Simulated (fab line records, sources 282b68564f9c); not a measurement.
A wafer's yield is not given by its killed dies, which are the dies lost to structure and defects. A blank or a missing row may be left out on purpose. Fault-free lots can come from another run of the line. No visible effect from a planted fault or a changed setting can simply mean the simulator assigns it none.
Which tool was responsible? :: flow rit-cmos :: 45 wafers from 15 lots sampled at 4 of the route's 202 steps

WHAT EACH GAUGE READ, for each wafer
RIT_PWELL_OVL_MEAS_06. Usual: PWELL_OVL gives -0.1 nm (standard deviation 1.6).
lot: L705
measured: day 1 23:10
on: overlay-01
PWELL_OVL (nm): -2.2 -2.6 -2.0
flag: 

lot: L706
measured: day 2 04:14
on: overlay-01
PWELL_OVL (nm): -0.9 -0.5 -2.2
flag: 

lot: L707
measured: day 2 10:35
on: overlay-02
PWELL_OVL (nm): 0.2 -0.9 0.8
flag: 

lot: L708
measured: day 2 13:41
on: overlay-02
PWELL_OVL (nm): 0.5 1.7 2.0
flag: 

lot: L709
measured: day 2 21:15
on: overlay-01
PWELL_OVL (nm): -1.1 0.3 0.2
flag: 

lot: L711
measured: day 3 06:05
on: overlay-02
PWELL_OVL (nm): -1.1 -2.1 -1.3
flag: 

lot: L712
measured: day 3 10:14
on: overlay-01
PWELL_OVL (nm): -0.7 1.1 -1.1
flag: 

lot: L713
measured: day 3 18:20
on: overlay-02
PWELL_OVL (nm): 0.7 -0.1 0.4
flag: 

lot: L714
measured: day 3 21:50
on: overlay-02
PWELL_OVL (nm): -0.7 0.7 -1.1
flag: 

lot: L717
measured: day 4 12:14
on: overlay-01
PWELL_OVL (nm): -1.3 -1.8 -1.6
flag: 

lot: L718
measured: day 4 16:31
on: overlay-02
PWELL_OVL (nm): 0.5 0.6 1.1
flag: 

lot: L719
measured: day 4 21:06
on: overlay-02
PWELL_OVL (nm): 2.4 1.0 1.7
flag: 

lot: L722
measured: day 5 19:49
on: overlay-01
PWELL_OVL (nm): -1.8 -1.1 -0.2
flag: 

lot: L726
measured: day 6 09:34
on: overlay-02
PWELL_OVL (nm): 2.4 2.1 2.9
flag: 

lot: L727
measured: day 6 18:23
on: overlay-02
PWELL_OVL (nm): 1.2 0.7 2.2
flag: 

RIT_NRETRO_OVL_MEAS_06. Usual: NRETRO_OVL gives -1.0 nm (standard deviation 1.4).
lot: L705
measured: day 2 06:43
on: overlay-01
NRETRO_OVL (nm): -3.4 -3.5 -2.5
flag: 

lot: L706
measured: day 2 11:07
on: overlay-01
NRETRO_OVL (nm): 0.1 -2.1 -2.8
flag: 

lot: L707
measured: day 2 17:28
on: overlay-02
NRETRO_OVL (nm): -3.0 -1.3 -1.6
flag: 

lot: L708
measured: day 2 21:14
on: overlay-02
NRETRO_OVL (nm): 1.8 0.2 0.9
flag: 

lot: L709
measured: day 3 04:15
on: overlay-01
NRETRO_OVL (nm): -0.6 -0.8 0.0
flag: 

lot: L711
measured: day 3 13:05
on: overlay-01
NRETRO_OVL (nm): -0.1 -1.6 -1.9
flag: 

lot: L712
measured: day 3 18:13
on: overlay-01
NRETRO_OVL (nm): -2.3 -2.6 -1.9
flag: 

lot: L713
measured: day 4 01:17
on: overlay-02
NRETRO_OVL (nm): -1.7 -3.1 -2.1
flag: 

lot: L714
measured: day 4 05:45
on: overlay-02
NRETRO_OVL (nm): -1.7 -0.4 -1.7
flag: 

lot: L717
measured: day 4 19:14
on: overlay-02
NRETRO_OVL (nm): -1.8 -3.2 -1.5
flag: 

lot: L718
measured: day 5 01:08
on: overlay-02
NRETRO_OVL (nm): 2.8 0.1 0.9
flag: 

lot: L719
measured: day 5 08:26
on: overlay-01
NRETRO_OVL (nm): -0.4 -1.9 0.3
flag: 

lot: L722
measured: day 6 04:29
on: overlay-01
NRETRO_OVL (nm): -1.7 -1.4 -1.9
flag: 

lot: L726
measured: day 6 19:28
on: overlay-02
NRETRO_OVL (nm): 2.1 2.0 1.2
flag: 

lot: L727
measured: day 7 01:23
on: overlay-01
NRETRO_OVL (nm): -0.7 -0.3 -0.1
flag: 

WHAT TOOL EACH LOT RAN ON (gives the tool, then ch and the chambers of the sampled wafers, and finally the start)
lot: L705
RIT_FOX2_OXIDATION_00: furnace-03 ch 0, day 1 18:23
RIT_NWELL_STRIP_09: plasma-asher-01 ch 0,1, day 1 22:03

lot: L706
RIT_FOX2_OXIDATION_00: furnace-04 ch 0, day 1 23:05
RIT_NWELL_STRIP_09: plasma-asher-01 ch 0,1, day 2 02:50

lot: L707
RIT_FOX2_OXIDATION_00: furnace-04 ch 0, day 2 05:43
RIT_NWELL_STRIP_09: plasma-asher-01 ch 0,1, day 2 09:21

lot: L708
RIT_FOX2_OXIDATION_00: furnace-01 ch 0, day 2 08:50
RIT_NWELL_STRIP_09: plasma-asher-03 ch 0,1, day 2 12:34

lot: L709
RIT_FOX2_OXIDATION_00: furnace-04 ch 0, day 2 16:20
RIT_NWELL_STRIP_09: plasma-asher-02 ch 0,1, day 2 20:08

lot: L711
RIT_FOX2_OXIDATION_00: furnace-01 ch 0, day 3 01:06
RIT_NWELL_STRIP_09: plasma-asher-02 ch 1, day 3 04:47

lot: L712
RIT_FOX2_OXIDATION_00: furnace-03 ch 0, day 3 05:26
RIT_NWELL_STRIP_09: plasma-asher-03 ch 1, day 3 08:59

lot: L713
RIT_FOX2_OXIDATION_00: furnace-03 ch 0, day 3 13:25
RIT_NWELL_STRIP_09: plasma-asher-02 ch 0,1, day 3 17:02

lot: L714
RIT_FOX2_OXIDATION_00: furnace-04 ch 0, day 3 17:05
RIT_NWELL_STRIP_09: plasma-asher-02 ch 0,1, day 3 20:40

lot: L717
RIT_FOX2_OXIDATION_00: furnace-04 ch 0, day 4 07:22
RIT_NWELL_STRIP_09: plasma-asher-02 ch 1, day 4 11:07

lot: L718
RIT_FOX2_OXIDATION_00: furnace-04 ch 0, day 4 11:41
RIT_NWELL_STRIP_09: plasma-asher-03 ch 0,1, day 4 15:24

lot: L719
RIT_FOX2_OXIDATION_00: furnace-04 ch 0, day 4 16:13
RIT_NWELL_STRIP_09: plasma-asher-01 ch 0,1, day 4 19:59

lot: L722
RIT_FOX2_OXIDATION_00: furnace-03 ch 0, day 5 14:41
RIT_NWELL_STRIP_09: plasma-asher-03 ch 0,1, day 5 18:37

lot: L726
RIT_FOX2_OXIDATION_00: furnace-03 ch 0, day 6 04:44
RIT_NWELL_STRIP_09: plasma-asher-02 ch 0,1, day 6 08:22

lot: L727
RIT_FOX2_OXIDATION_00: furnace-03 ch 0, day 6 13:34
RIT_NWELL_STRIP_09: plasma-asher-02 ch 0,1, day 6 17:16
- RIT_FOX2_OXIDATION_00: target thk 350.7 nm, ox time 1130 s.
- RIT_NWELL_STRIP_09: strips in O2, time 180 s.

WHAT THE TOOLS THEMSELVES READ (means of the sampled wafers that have a number; where no wafer has one, the mark that the record gives instead)
RIT_FOX2_OXIDATION_00. Usual: spike-tc-centre-C 1101.6 C, standard deviation 1.6; spike-tc-load-C 1125.7 C, standard deviation 2.6; spike-tc-source-C 1124.7 C, standard deviation 2.1.
lot: L705
tool: furnace-03
spike-tc-centre-C (C): 1102.6
spike-tc-load-C (C): 1129.0
spike-tc-source-C (C): 1125.6
flag: 

lot: L706
tool: furnace-04
spike-tc-centre-C (C): 1099.9
spike-tc-load-C (C): 1123.9
spike-tc-source-C (C): 1123.3
flag: 

lot: L707
tool: furnace-04
spike-tc-centre-C (C): 1100.3
spike-tc-load-C (C): 1123.5
spike-tc-source-C (C): 1122.2
flag: 

lot: L708
tool: furnace-01
spike-tc-centre-C (C): 1101.1
spike-tc-load-C (C): 1124.8
spike-tc-source-C (C): 1126.2
flag: 

lot: L709
tool: furnace-04
spike-tc-centre-C (C): 1101.3
spike-tc-load-C (C): 1123.7
spike-tc-source-C (C): 1122.8
flag: 

lot: L711
tool: furnace-01
spike-tc-centre-C (C): 1100.6
spike-tc-load-C (C): 1124.9
spike-tc-source-C (C): 1126.0
flag: 

lot: L712
tool: furnace-03
spike-tc-centre-C (C): 1104.2
spike-tc-load-C (C): 1128.9
spike-tc-source-C (C): 1127.5
flag: 

lot: L713
tool: furnace-03
spike-tc-centre-C (C): 1103.8
spike-tc-load-C (C): 1128.6
spike-tc-source-C (C): 1127.0
flag: 

lot: L714
tool: furnace-04
spike-tc-centre-C (C): 1100.7
spike-tc-load-C (C): 1123.3
spike-tc-source-C (C): 1122.2
flag: 

lot: L717
tool: furnace-04
spike-tc-centre-C (C): 1110.2
spike-tc-load-C (C): 1133.6
spike-tc-source-C (C): 1132.1
flag: OFF

lot: L718
tool: furnace-04
spike-tc-centre-C (C): 1110.7
spike-tc-load-C (C): 1133.3
spike-tc-source-C (C): 1132.9
flag: OFF

lot: L719
tool: furnace-04
spike-tc-centre-C (C): 1109.9
spike-tc-load-C (C): 1134.4
spike-tc-source-C (C): 1133.0
flag: OFF

lot: L722
tool: furnace-03
spike-tc-centre-C (C): 1103.6
spike-tc-load-C (C): 1130.5
spike-tc-source-C (C): 1125.9
flag: 

lot: L726
tool: furnace-03
spike-tc-centre-C (C): 1103.3
spike-tc-load-C (C): 1129.2
spike-tc-source-C (C): 1126.2
flag: 

lot: L727
tool: furnace-03
spike-tc-centre-C (C): 1103.9
spike-tc-load-C (C): 1128.8
spike-tc-source-C (C): 1125.6
flag: 

RIT_NWELL_STRIP_09. Usual: drypump-motor-current-A 5.71 A, standard deviation 0.28; rf-refl-power-W 7.0 W, standard deviation 0.99.
lot: L705
tool: plasma-asher-01
drypump-motor-current-A (A): 5.65
rf-refl-power-W (W): 6.6
flag: 

lot: L706
tool: plasma-asher-01
drypump-motor-current-A (A): 5.62
rf-refl-power-W (W): 6.9
flag: 

lot: L707
tool: plasma-asher-01
drypump-motor-current-A (A): 5.65
rf-refl-power-W (W): 6.9
flag: 

lot: L708
tool: plasma-asher-03
drypump-motor-current-A (A): 5.81
rf-refl-power-W (W): 6.8
flag: 

lot: L709
tool: plasma-asher-02
drypump-motor-current-A (A): 5.79
rf-refl-power-W (W): 8.0
flag: 

lot: L711
tool: plasma-asher-02
drypump-motor-current-A (A): 5.28
rf-refl-power-W (W): 7.7
flag: 

lot: L712
tool: plasma-asher-03
drypump-motor-current-A (A): 5.68
rf-refl-power-W (W): 7.6
flag: 

lot: L713
tool: plasma-asher-02
drypump-motor-current-A (A): 5.51
rf-refl-power-W (W): 7.8
flag: 

lot: L714
tool: plasma-asher-02
drypump-motor-current-A (A): 5.79
rf-refl-power-W (W): 7.9
flag: 

lot: L717
tool: plasma-asher-02
drypump-motor-current-A (A): 5.24
rf-refl-power-W (W): 7.7
flag: 

lot: L718
tool: plasma-asher-03
drypump-motor-current-A (A): 5.78
rf-refl-power-W (W): 6.7
flag: 

lot: L719
tool: plasma-asher-01
drypump-motor-current-A (A): 5.63
rf-refl-power-W (W): 6.6
flag: 

lot: L722
tool: plasma-asher-03
drypump-motor-current-A (A): 5.78
rf-refl-power-W (W): 6.8
flag: 

lot: L726
tool: plasma-asher-02
drypump-motor-current-A (A): 5.51
rf-refl-power-W (W): 7.8
flag: 

lot: L727
tool: plasma-asher-02
drypump-motor-current-A (A): 5.80
rf-refl-power-W (W): 7.9
flag: 

THE ANSWER, worked out from the rows above alone
Rule: lot off if the mean of its wafers having a number is beyond 3 standard deviations from the usual mean. Also off: a lot with no number at a reading for which 4 or more lots have one. All remaining lots with rows at the step are treated as sound. The gauges are gone through in route order, then the tools' own readings, and for those a lot's mean is taken as printed above. The first step at which some lot is off is used, and at that step the reading that is off furthest; a lot without a number counts as furthest.
Off: L717, L718, L719 (RIT_FOX2_OXIDATION_00, spike-tc-centre-C).
If a tool, at that step or one of the process steps before it, ran each lot that is off and ran no sound lot following the first of them, it fits. One candidate fits, namely furnace-04 at RIT_FOX2_OXIDATION_00. A fault onset in the window from L714 (day 3 17:05, its last sound lot) to L717 (day 4 07:22, its first lot off) fits.
The tool's own readings at RIT_FOX2_OXIDATION_00 bear it out: on the lots that are off they differ by more than 5 times the standard deviation of the sound lots' means. spike-tc-centre-C reads 1110.3 C there against 1102.1 C on the sound lots.

WHAT THE SIMULATOR HAD PUT IN
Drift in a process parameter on furnace-04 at RIT_FOX2_OXIDATION_00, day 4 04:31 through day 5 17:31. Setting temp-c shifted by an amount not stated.
Struck lots among those shown: L717, L718, L719. Same finding as the rule above.
